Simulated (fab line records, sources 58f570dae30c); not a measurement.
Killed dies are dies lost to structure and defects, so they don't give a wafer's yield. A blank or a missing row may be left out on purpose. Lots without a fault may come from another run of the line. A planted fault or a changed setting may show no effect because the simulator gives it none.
Split-lot experiment | flow berkeley_cmos170 | 5 lots, 23 wafers read, on a route of 331 steps

THE SPLIT
At UCB170_M2_PEB_13, the setting peb_temp_c was moved away from the recipe's 130 C on 11 of the 23 wafers read, by -1.9% to +2.7%. The other wafers ran this setting at the recipe's value.

FROM THE SPLIT TO THE READING: what the file shows between them, 5 steps
- UCB170_M2_DEVELOP_14: develop time 45 s
- UCB170_M2_CD_MEAS_15: target cd 700 nm
- UCB170_M2_ETCH_17: etches BARC in N2/H2
- UCB170_M2_METAL_ETCH_18: etches Al in Cl2/BCl3, stops on SiO2, target depth 1170 nm, time 195 s
- UCB170_M2_STRIP_19: strips in O2

THE READING
cd_nm, in nm, at UCB170_M2_CD_MEAS_90 (target cd 700 nm). Fault-free wafers of this fab line usually give 697 nm, standard deviation 3.6 nm.

wafer  | tool, chamber at the split | peb_temp_c as run, C | against the recipe | cd_nm, nm | against lot-mates on the recipe
L077.1 | litho_track-02, 0          | 130                  | recipe             | 704       | -
L077.2 | litho_track-02, 0          | 128.6                | -1.1%              | 710       | +8
L077.3 | litho_track-02, 0          | 130                  | recipe             | 699       | -
L077.4 | litho_track-02, 0          | 128.6                | -1.1%              | 711       | +10
L077.6 | litho_track-02, 0          | 128.6                | -1.1%              | 710       | +8
L080.1 | litho_track-04, 0          | 130                  | recipe             | 698       | -
L080.2 | litho_track-04, 0          | 130                  | recipe             | 702       | -
L080.6 | litho_track-04, 0          | 130                  | recipe             | 699       | -
L082.1 | litho_track-04, 0          | 130                  | recipe             | 697       | -
L082.3 | litho_track-04, 0          | 130                  | recipe             | 700       | -
L082.4 | litho_track-04, 0          | 127.5                | -1.9%              | 713       | +14
L082.5 | litho_track-04, 0          | 127.5                | -1.9%              | 720       | +22
L082.6 | litho_track-04, 0          | 127.5                | -1.9%              | 715       | +16
L085.1 | litho_track-02, 0          | 130                  | recipe             | 694       | -
L085.2 | litho_track-02, 0          | 133.5                | +2.7%              | 675       | -20
L085.3 | litho_track-02, 0          | 130                  | recipe             | 697       | -
L085.4 | litho_track-02, 0          | 133.5                | +2.7%              | 676       | -19
L085.6 | litho_track-02, 0          | 130                  | recipe             | 695       | -
L084.1 | litho_track-02, 0          | 127.5                | -1.9%              | 710       | +14
L084.2 | litho_track-02, 0          | 127.5                | -1.9%              | 713       | +16
L084.4 | litho_track-02, 0          | 130                  | recipe             | 695       | -
L084.5 | litho_track-02, 0          | 130                  | recipe             | 698       | -
L084.6 | litho_track-02, 0          | 127.5                | -1.9%              | 715       | +18

THE FIT
A straight line over all 23 wafers: cd_nm changes by -8.58 nm for each +1% of peb_temp_c; r = -0.97; the points scatter about the line by 2.9 nm.
The same after taking each lot's own level away (the mean of its wafers on the recipe; 23 wafers): -8.08 nm for each +1%; r = -0.98; scatter 2.1 nm.
On that fit, the largest move of peb_temp_c shifts the reading by 22 nm.
The lots' own levels span 695.3 to 701.5 nm, that is 1.7 times the standard deviation above.
So the lot-to-lot level changes the slope little: the two slopes agree.
Check: with one of the wafers moved furthest among these (+2.7%) left out of the fit, the line predicts -21.6 nm for it against its lot-mates. It came out at -20.3 nm against them.

OTHER SPLITS ON THESE WAFERS
These wafers also went through other splits before the reading. Each is held against what the fit with the lots' levels taken away leaves over:
other split on the same wafers  | wafers away from the commonest value | r with cd_nm (lot level and that fit taken away)
UCB170_V1_EXPOSE_09 dose_mj     | 9                                    | +0.18
UCB170_M2_COAT_05 resist_thk_nm | 10                                   | -0.11

THE WHOLE CHAIN: every reading that the file lists as answering this split, in the file's order
step                    | what it does                                                           | reading                                                   | change (the file's fit)              | r (the file's)
UCB170_M2_CD_MEAS_15    | target cd 700 nm                                                       | cd_nm                                                     | -8.11 nm for each +1% of the setting | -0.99
UCB170_M2_ETCH_17       | etches BARC in N2/H2                                                   | M2.cd_nm (the simulator's own value, which no gauge read) | -8.22 nm for each +1% of the setting | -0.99
UCB170_M2_METAL_ETCH_18 | etches Al in Cl2/BCl3, stops on SiO2, target depth 1170 nm, time 195 s | M2.cd_nm (the simulator's own value, which no gauge read) | -8.04 nm for each +1% of the setting | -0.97
UCB170_M2_CD_MEAS_90    | target cd 700 nm                                                       | cd_nm                                                     | -8.04 nm for each +1% of the setting | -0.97

THE FILE'S OWN FIT
cd_nm changes by -8.04 nm for each +1% of peb_temp_c, r = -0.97.
